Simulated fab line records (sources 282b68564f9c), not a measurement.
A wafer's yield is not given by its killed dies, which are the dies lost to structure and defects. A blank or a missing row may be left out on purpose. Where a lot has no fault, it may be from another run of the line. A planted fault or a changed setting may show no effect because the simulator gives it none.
Chamber matching -- flow ritCmos -- RIT_GATE_ETCH_19 on rieSi-02 has 4 sister chambers
The step etches poly-Si in SF6/CHF3/O2, stops on SiO2, time 165 s, target depth 312.5 nm. 16 wafers are shown with their chamber, then 8 later ones without.

== WAFERS PAIRED WITH THEIR CHAMBERS ==
wafer,chamber,throttleValvePct (%),runLengthS (s),oesProductAu (a.u.)
L262.2,3,10.26,193.2,0.836
L262.3,2,9.96,193.4,0.827
L262.5,1,10.15,192.5,0.861
L264.2,2,9.96,194.0,0.870
L264.3,0,10.05,193.7,0.851
L264.4,3,10.24,193.3,0.864
L266.1,0,10.04,193.5,0.836
L266.3,1,10.17,192.4,0.864
L266.6,2,9.95,193.5,0.843
L270.4,1,10.17,192.5,0.871
L270.5,0,10.05,193.6,0.835
L270.6,2,9.97,194.1,0.852
L276.1,2,9.96,194.1,0.857
L276.3,1,10.16,192.3,0.876
L276.6,2,9.95,193.6,0.858
L278.3,2,9.95,193.5,0.845

SIGNATURES, as means of the wafers listed above
reading,chamber 0,chamber 1,chamber 2,chamber 3,scatter within a chamber
throttleValvePct,10.0467,10.1625,9.9571,10.2500,0.00859
runLengthS,193.600,192.425,193.743,193.250,0.229
oesProductAu,0.84067,0.86800,0.85029,0.85000,0.0123
Rule: a wafer lies at a distance from a chamber equal to the root of the sum of squares, over the readings, of (its reading less the chamber's mean, divided by the reading's scatter). If the next closest chamber is less than 2 further off than the closest, the wafer can't be placed; otherwise it belongs to the closest. The scatter: the root of (the sum of the squares of (reading less its chamber's mean) over the shown wafers, divided by (wafers less chambers)).

== WAFERS WITHOUT THEIR CHAMBER ==
wafer,throttleValvePct (%),runLengthS (s),oesProductAu (a.u.)
L278.5,10.06,193.6,0.821
L278.6,10.24,193.2,0.853
L280.3,10.16,192.3,0.864
L280.4,10.07,193.1,0.848
L280.5,10.16,192.6,0.863
L282.1,10.16,192.4,0.868
L282.2,10.25,193.5,0.849
L282.6,10.24,193.5,0.844

== WHICH CHAMBER EACH WENT THROUGH ==
wafer,from the rows above,in truth
L278.5,0,0
L278.6,3,3
L280.3,1,1
L280.4,0,0
L280.5,1,1
L282.1,1,1
L282.2,3,3
L282.6,3,3
8 of 8 placed correctly. Number that these rows cannot place: 0. Wrongly placed: 0.
